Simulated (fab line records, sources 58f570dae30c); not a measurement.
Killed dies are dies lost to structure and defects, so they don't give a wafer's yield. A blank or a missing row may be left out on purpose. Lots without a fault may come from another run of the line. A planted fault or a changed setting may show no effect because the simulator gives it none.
Problem report in the 8D (eight disciplines) form, filled by code | flow berkeley_cmos170 | the parts of the form that need people (team, actions taken, sign-off) are left out

1. THE PROBLEM
V2_TEOS_THK at UCB170_V2_THK_MEAS_01 reads a mean of 3092 nm on 6 wafers of 2 lots; wafers without a fault read 1979 nm with a standard deviation of 29. That is +38 standard deviations from the usual mean.
First seen on wafer L333.3, day 12 05:11, on film_metro-04. The record holds 42 wafers of 14 lots with a number at this step. Rule for "out", or "out of limits": more than 4 standard deviations from the usual mean. The other wafers with a number count as sound.

2. WHAT IT IS AND WHAT IT IS NOT
question                    | is                           | is not
which readings at this step | V2_TEOS_THK                  | -
which lots                  | L331, L333                   | L321, L323, L324, L325, L334, L336, L337, L338, L339, L340, L341, L342
which wafers of those lots  | all that have a number       | -
read on which gauges        | film_metro-02, film_metro-04 | film_metro-03
when                        | from day 12 05:11            | up to then (12 sound wafers); but 24 sound wafers of L334, L336, L337, L338, L339, L340, L341, L342 came after

3. SUSPECTS, AND WHAT RULES EACH OUT
Counting: a tool at a process step up to the reading stays a suspect if it ran every lot that is out and no sound lot after the first of them.
- the gauge at UCB170_V2_THK_MEAS_01: ruled out. The wafers that are out were read on 2 gauges (film_metro-02, film_metro-04).
- pecvd-02 at UCB170_V2_CVD_00 (deposits SiO2 from TEOS/O2, target thk 2000 nm, time 250 s): kept. It ran every lot that is out, first L333 (day 12 05:01), and no sound lot after that; its last sound lot up to then is L325 (day 9 21:37).
Left after counting: pecvd-02 at UCB170_V2_CVD_00.

4. THE CAUSE (what the simulator had put in)
Process parameter drift: pecvd-02, from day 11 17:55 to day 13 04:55, at UCB170_V2_CVD_00. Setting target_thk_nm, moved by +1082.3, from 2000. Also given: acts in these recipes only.
Counting left only this tool.

5. THE CHAIN OF EFFECTS, in route order
Each row: a reading whose mean over the struck wafers that have a number lies more than 3 standard deviations from the usual. Only readings for which the record gives a usual standard deviation are gone through. hours: the time from each lot's start at the first step in this table that gives one to its start at this step, as a median over the lots. sigmas: the change in usual standard deviations.
hours | step                  | reading     | usual   | on struck wafers | change | sigmas
0     | UCB170_V2_THK_MEAS_01 | V2_TEOS_THK | 1979 nm | 3092             | +1114  | +38

6. WHAT WOULD HAVE CAUGHT IT SOONER
In this record the first reading out of limits at a measuring or inspecting step was taken at day 12 05:11, 11 hours after the fault began at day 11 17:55.
Of the tool readings at UCB170_V2_CVD_00 for which the record gives a usual standard deviation, none was out on any struck wafer, so an alarm limit of 4 standard deviations on them would not have fired.
Of the lots that are out (2), L331 began UCB170_V2_CVD_00 on pecvd-02 after day 12 05:11. A hold on the tool at that time would have spared it.
